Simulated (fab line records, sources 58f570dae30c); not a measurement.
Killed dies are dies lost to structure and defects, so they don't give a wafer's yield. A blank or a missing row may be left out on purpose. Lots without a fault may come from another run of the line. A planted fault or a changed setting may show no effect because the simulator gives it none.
Which tool did it? | flow berkeley_cmos170 | 7 lots, 21 wafers sampled, at 2 steps of a route of 331

WHAT THE GAUGES READ, wafer by wafer
UCB170_V1_THK_MEAS_01.
lot  | measured     | on            | V1_TEOS_THK (nm)
L109 | day 7 09:07  | film_metro-01 | 2004 2023 2032
L114 | day 8 00:08  | film_metro-03 | 2027 2032 2026
L116 | day 9 11:27  | film_metro-03 | 1921 1956 1959
L119 | day 9 20:01  | film_metro-01 | 1959 1983 2039
L122 | day 10 15:24 | film_metro-02 | 1954 1999 1985
L129 | day 11 18:37 | film_metro-02 | 2406 2412 2450
L132 | day 12 14:54 | film_metro-03 | 1995 2047 2031

WHICH TOOL RAN EACH LOT (tool, then ch and the chambers of the sampled wafers, then the start)
lot  | UCB170_V1_CVD_00
L109 | pecvd-04 ch 0,1,2, day 7 08:58
L114 | pecvd-04 ch 0,1,2, day 7 23:58
L116 | pecvd-01 ch 0,1, day 9 11:18
L119 | pecvd-01 ch 1,2, day 9 19:52
L122 | pecvd-03 ch 0,1,2, day 10 15:14
L129 | pecvd-03 ch 0,1, day 11 18:23
L132 | pecvd-04 ch 0,1,2, day 12 14:43
- UCB170_V1_CVD_00: deposits SiO2 from TEOS/O2, target thk 2000 nm, time 250 s.

THE ANSWER, worked out from the rows above alone
Rule: what is usual is taken from the lots themselves. Put in order of their means at a reading, lots are off if they are a third of the lots or fewer, leave a main group of 4 or more, and stand apart from it by a gap of 3 or more times the standard deviation of the main group's means; of several such gaps the widest counts. A main group whose means are all the same, to the digits that the tables above print for the reading, isn't used. A lot without any number at a reading at which 4 lots or more have one is off too. The other lots that the step has rows for count as sound.
Off: L129, at UCB170_V1_THK_MEAS_01 (V1_TEOS_THK). The main group: mean 1998 nm, standard deviation 30.
A tool fits if, at a process step before that reading, it ran every lot that is off, and no sound lot after the first of them. The gauges at UCB170_V1_THK_MEAS_01 are tried like those tools. Can't be told from this: 2 tools fit, pecvd-03 at UCB170_V1_CVD_00, film_metro-02 at UCB170_V1_THK_MEAS_01.

WHAT THE SIMULATOR HAD PUT IN
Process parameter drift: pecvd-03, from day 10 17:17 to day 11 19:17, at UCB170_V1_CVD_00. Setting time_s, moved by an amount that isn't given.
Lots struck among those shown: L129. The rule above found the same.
